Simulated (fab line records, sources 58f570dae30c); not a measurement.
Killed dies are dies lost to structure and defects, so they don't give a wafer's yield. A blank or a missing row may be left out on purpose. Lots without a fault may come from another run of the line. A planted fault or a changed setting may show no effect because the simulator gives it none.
One fault seen from 2 desks | flow berkeley_cmos170 | each desk has only its own numbers; what lay behind them comes last

THE TOOL OWNER'S DESK: lpcvd-01
The tool's own readings at UCB170_NWELL_CVD_04 (deposits Si3N4 from SiH2Cl2/NH3, target thk 224 nm, time 3360 s): means of the sampled wafers that have a number, for each lot that ran on this tool. A lot is out of limits, marked OUT, if its mean lies more than 4 standard deviations from the usual mean; the brackets give that distance.
Columns: A = nh3_flow_sccm at UCB170_NWELL_CVD_04, usual 75.02 sccm; B = spike_tc_source_C at UCB170_NWELL_CVD_04, usual 822.4 C
lot  | first seen here | A               | B
L762 | day 2 01:43     | 75.14           | 824.0
L766 | day 2 18:58     | 74.76           | 823.0
L768 | day 3 08:50     | 74.80           | 822.6
L769 | day 3 11:44     | 75.00           | 823.0
L771 | day 3 20:59     | 75.04           | 822.6
L772 | day 4 07:44     | 89.99 (+65) OUT | 824.2
L773 | day 4 11:35     | 89.62 (+63) OUT | 823.3
L776 | day 4 23:48     | 90.00 (+65) OUT | 823.2
This desk's finding: out of limits on L772, L773, L776; first on L772, day 4 07:44 (nh3_flow_sccm at UCB170_NWELL_CVD_04). In limits: L762, L766, L768, L769, L771.

THE METROLOGY DESK
What the gauges read, lot by lot, whatever tool the lot ran on: means of the sampled wafers that have a number. A lot is out of limits, marked OUT, if its mean lies more than 4 standard deviations from the usual mean; the brackets give that distance.
Columns: A = NWELL_NITRIDE_THK at UCB170_NWELL_THK_MEAS_05, usual 224.1 nm; B = FIELD_OXIDE_THK at UCB170_FIELD_THK_MEAS_02, usual 564 nm; C = PVT_OVL at UCB170_PVT_OVL_MEAS_06, usual 0 nm; D = PVT_TW at UCB170_PVT_TW_MEAS_09, usual 508
lot  | first seen here | A               | B   | C  | D
L762 | day 2 03:40     | 226.1           | 566 | 4  | 502
L764 | day 2 14:22     | 223.7           | 561 | 3  | 500
L765 | day 2 16:24     | 227.9           | 577 | 2  | 501
L766 | day 2 23:19     | 223.1           | 563 | 8  | 510
L767 | day 3 00:31     | 221.0           | 573 | 0  | 511
L768 | day 3 11:44     | 222.5           | 582 | -3 | 513
L769 | day 3 13:44     | 226.4           | 576 | -3 | 503
L771 | day 3 22:55     | 223.4           | 560 | -5 | 504
L772 | day 4 09:41     | 261.1 (+19) OUT | 557 | 4  | 503
L773 | day 4 13:31     | 257.4 (+18) OUT | -   | -  | -
L774 | day 4 20:00     | 224.6           | 554 | -1 | 502
L775 | day 4 23:56     | 224.7           | 551 | 5  | 503
L776 | day 5 01:45     | 258.7 (+18) OUT | -   | -  | -
L784 | day 6 17:53     | 222.4           | 569 | 9  | 514
L785 | day 7 02:20     | 223.8           | 567 | 5  | 512
This desk's finding: out of limits on L772, L773, L776; first on L772, day 4 09:41 (NWELL_NITRIDE_THK at UCB170_NWELL_THK_MEAS_05). In limits: L762, L764, L765, L766, L767, L768, L769, L771, L774, L775, L784, L785.

PUT TOGETHER
The tool owner's desk could have raised an alarm at day 4 07:44, on L772, L773, L776.
The metrology desk could have raised an alarm at day 4 09:41, on L772, L773, L776.
Of the lots named, all ran UCB170_NWELL_CVD_04 on lpcvd-01.

WHAT THE SIMULATOR HAD PUT IN
Process parameter drift: lpcvd-01, from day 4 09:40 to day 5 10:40, at UCB170_NWELL_CVD_04. Setting nh3_flow_sccm, moved by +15, from 75. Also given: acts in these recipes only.
Lots struck among those shown: L772, L773, L776.
